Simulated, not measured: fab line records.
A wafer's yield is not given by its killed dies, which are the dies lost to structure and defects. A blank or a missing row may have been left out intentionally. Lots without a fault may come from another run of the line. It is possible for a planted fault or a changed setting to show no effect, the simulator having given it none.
Split-lot trial    flow ritCmos    route with 202 steps; 5 lots, 23 wafers read

## ABOUT THE SPLIT
At RIT_FOX2_OXIDATION_00 (target thk 350.7 nm, ox time 1130 s), the setting oxTimeS was moved away from the recipe's 1130 s on 20 of the 23 wafers read, by -14.1% to +11.1%. The other wafers ran this setting at the recipe's value.

## FROM THE SPLIT TO THE READING: what the file shows between them, 16 steps
- RIT_FOX2_THK_MEAS_01
- RIT_FOX2_CLEAN_02: cleans in dHF, time 180 s
- RIT_FOX2_WET_ETCH_03: etches Si3N4 in H3PO4, target depth 195 nm, time 2700 s
- RIT_FOX2_THK_MEAS_90
- RIT_NWELL_COAT_01: resist thk 1300 nm (also split here: resistThkNm)
- RIT_NWELL_SOFTBAKE_02: time 60 s
- RIT_NWELL_EXPOSE_03: exposes mask M2, target cd 43900 nm
- RIT_NWELL_DEVELOP_05: develop time 68 s
- RIT_NWELL_HARDBAKE_07: time 120 s
- RIT_NWELL_IMPLANT_08 (also split here: energyKev)
- RIT_PWELL_IMPLANT_08 (also split here: doseCm2)
- RIT_PWELL_STRIP_09: strips in O2, time 180 s
- RIT_WELLDRIVE_ANNEAL_00: time 14700 s
- RIT_WELLDRIVE_RS_MEAS_02: measures by four-point-probe
- RIT_NRETRO_IMPLANT_08 (also split here: energyKev)
- RIT_GATE_CLEAN_04: cleans in dHF, time 60 s (also split here: timeS)

## THE READING
FIELD_OXIDE_LEFT_2_THK, in nm, at RIT_FOX2_THK_MEAS_91. Typical for fault-free wafers on this fab line: 256 nm, with standard deviation 5.1 nm.

wafer   tool, chamber at the split  oxTimeS as run, s  against the recipe  FIELD_OXIDE_LEFT_2_THK, nm  against lot-mates on the recipe
L075.2  -, -                        1073               -5.0%               238                         no lot-mate on the recipe
L075.3  -, -                        1073               -5.0%               247                         no lot-mate on the recipe
L075.4  -, -                        1073               -5.0%               251                         no lot-mate on the recipe
L075.5  -, -                        1073               -5.0%               249                         no lot-mate on the recipe
L075.6  -, -                        1073               -5.0%               242                         no lot-mate on the recipe
L077.1  -, -                        970.7              -14.1%              233                         no lot-mate on the recipe
L077.3  -, -                        970.7              -14.1%              227                         no lot-mate on the recipe
L077.4  -, -                        970.7              -14.1%              220                         no lot-mate on the recipe
L077.5  -, -                        970.7              -14.1%              226                         no lot-mate on the recipe
L077.6  -, -                        970.7              -14.1%              221                         no lot-mate on the recipe
L078.1  -, -                        1025               -9.3%               238                         no lot-mate on the recipe
L078.2  -, -                        1025               -9.3%               233                         no lot-mate on the recipe
L078.3  -, -                        1025               -9.3%               234                         no lot-mate on the recipe
L078.4  -, -                        1025               -9.3%               240                         no lot-mate on the recipe
L078.6  -, -                        1025               -9.3%               239                         no lot-mate on the recipe
L081.1  furnace-04, 0               1130               recipe              249                         -
L081.5  furnace-04, 0               1130               recipe              247                         -
L081.6  furnace-04, 0               1130               recipe              252                         -
L085.1  -, -                        1255               +11.1%              287                         no lot-mate on the recipe
L085.2  -, -                        1255               +11.1%              279                         no lot-mate on the recipe
L085.3  -, -                        1255               +11.1%              282                         no lot-mate on the recipe
L085.5  -, -                        1255               +11.1%              284                         no lot-mate on the recipe
L085.6  -, -                        1255               +11.1%              280                         no lot-mate on the recipe

THE FIT
A straight line over all 23 wafers: FIELD_OXIDE_LEFT_2_THK changes by +2.21 nm for each +1% of oxTimeS; r = +0.97; the points scatter about the line by 4.8 nm.
Too few moved wafers have a lot-mate on the recipe to fit a line with each lot's own level taken away.

## THE WHOLE CHAIN: every reading that the file lists as answering this split, in the file's order
step                   what it does                         reading                                                                           change (the file's fit)               r (the file's)
RIT_FOX2_OXIDATION_00  target thk 350.7 nm, ox time 1130 s  SiO2_of_FOX2_OXIDATION_00.thkNm (the simulator's own value, which no gauge read)  +2.17 nm for each +1% of the setting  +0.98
RIT_FOX2_THK_MEAS_01                                        FOX2_OXIDE_THK                                                                    +2.17 for each +1% of the setting     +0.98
RIT_FOX2_THK_MEAS_90                                        FIELD_OXIDE_LEFT_1_THK                                                            +2.16 for each +1% of the setting     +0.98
RIT_FOX2_THK_MEAS_91                                        FIELD_OXIDE_LEFT_2_THK                                                            +2.21 for each +1% of the setting     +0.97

## THE FILE'S OWN FIT
FIELD_OXIDE_LEFT_2_THK changes by +2.21 nm for each +1% of oxTimeS, r = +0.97.
